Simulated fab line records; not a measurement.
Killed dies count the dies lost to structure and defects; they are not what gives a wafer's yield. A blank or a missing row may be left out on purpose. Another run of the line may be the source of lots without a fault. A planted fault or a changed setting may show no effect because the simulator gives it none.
Comparing a struck lot with a sound one    flow rit cmos    15 out of 202 route steps
Sound: these wafers, L432.2, L432.3, L432.6. The struck wafers were L445.2, L445.4, L445.6. The cause is given at the end.
Per side, at each step with rows, come the tool, then ch with its chambers, and then its first start. Under that, the readings that differ: sound wafers    struck wafers    difference of the means    sigmas: that difference in standard deviations of wafers without a fault.
alike: words and numbers the same on both sides, and readings whose means are apart by under 2 such deviations; not compared: readings that were withheld, readings missing a value for some wafer, numbers with overlapping values and no deviation given by the record, and bounds like >300 which may hide the same value.
A row with sigmas, a row that says differs or no value, or rows on one side alone: a step with any of these is where the two part. Non-overlapping numbers with no deviation appear without sigmas and do not part them. Lack of a reading on every wafer of one side parts them only where that side has two or more wafers.

RIT_PSD_TW_MEAS_10:
  sound on film metro-03 at day 4 22:23; struck on film metro-01 at day 7 10:35
reading  sound           struck          difference  sigmas
PSD_TW   3361 3373 3377  3465 3438 3453  +82         +2
then, 3 steps without rows for these wafers: RIT_SDANNEAL_CLEAN_00 (cleans in SC1, time 600 s); RIT_SDANNEAL_CLEAN_01 (cleans in dHF, time 30 s); RIT_SDANNEAL_CLEAN_02 (cleans in SC2, time 600 s).
RIT_SDANNEAL_RTA_03: time 5 s.
  sound on rtp anneal-02 ch 0, day 4 22:49; struck on rtp anneal-01 ch 0, day 7 11:01
  alike: wafer_temp_C_max
RIT_SDANNEAL_RS_MEAS_04: the measuring method here is four-point-probe.
  sound on film metro-01 at day 4 22:53; struck on film metro-03 at day 7 11:05
  alike: PSD_RS
RIT_SDANNEAL_RS_MEAS_05: the measuring method here is four-point-probe.
  sound on film metro-01 at day 4 23:00; struck on film metro-03 at day 7 11:12
reading          sound              struck             difference  sigmas
NSD_RS (ohm/sq)  82.42 82.50 82.24  83.13 83.00 82.97  +0.65       +2
RIT_SDANNEAL_RS_MEAS_06: the measuring method here is four-point-probe.
  sound on film metro-01 at day 4 23:07; struck on film metro-03 at day 7 11:19
reading           sound              struck             difference  sigmas
PLDD_RS (ohm/sq)  178.9 179.1 179.4  180.3 180.7 180.6  +1.4        +2
RIT_SDANNEAL_RS_MEAS_07: the measuring method here is four-point-probe.
  sound on film metro-01 at day 4 23:14; struck on film metro-03 at day 7 11:26
  alike: NLDD_RS
then, 1 step without rows for these wafers: RIT_SILICIDE_WET_ETCH_00 (etches SiO2 in BOE, target depth 14 nm, time 15 s).
RIT_SILICIDE_SPUTTER_01: material Ti, target thk 30 nm, time 240 s.
  sound on pvd sputter-02 at day 4 23:22; struck on pvd sputter-01 at day 7 11:33
reading                   sound                 struck                difference  sigmas
chamber pressure pa (Pa)  0.6654 0.6662 0.6650  0.6687 0.6689 0.6675  +0.0028     +2
  alike: throttle valve pct
RIT_SILICIDE_RS_MEAS_02: the measuring method here is four-point-probe.
  sound on film metro-02 at day 4 23:32; struck on film metro-01 at day 7 11:43
  alike: SILICIDE_TI_RS
RIT_SILICIDE_THK_MEAS_03: measures by xrf.
  sound on film metro-02 at day 4 23:38; struck on film metro-01 at day 7 11:50
reading               sound           struck          difference  sigmas
SILICIDE_TI_THK (nm)  29.9 29.7 29.6  30.8 31.0 31.2  +1.3        +4
RIT_SILICIDE_RTA_04: time 10 s, ramp up 5 s, ramp down 5 s.
  sound on rtp anneal-01 ch 0, day 4 23:42; struck on rtp anneal-02 ch 0, day 7 11:53
  alike: wafer_temp_C_max
RIT_M1_PROBE_99:
  sound on prober-02 at day 5 06:18; struck on prober-01 at day 7 20:22
  alike: killed at contacts, killed at front end, killed dies, killed open, killed short

## WHERE THEY PART
At RIT_PSD_TW_MEAS_10 first; at RIT_SILICIDE_THK_MEAS_03 last (within this record only). Later steps at which nothing parts them and some readings are alike: RIT_SILICIDE_RTA_04, RIT_M1_PROBE_99.

WHY: whatever the simulator had introduced
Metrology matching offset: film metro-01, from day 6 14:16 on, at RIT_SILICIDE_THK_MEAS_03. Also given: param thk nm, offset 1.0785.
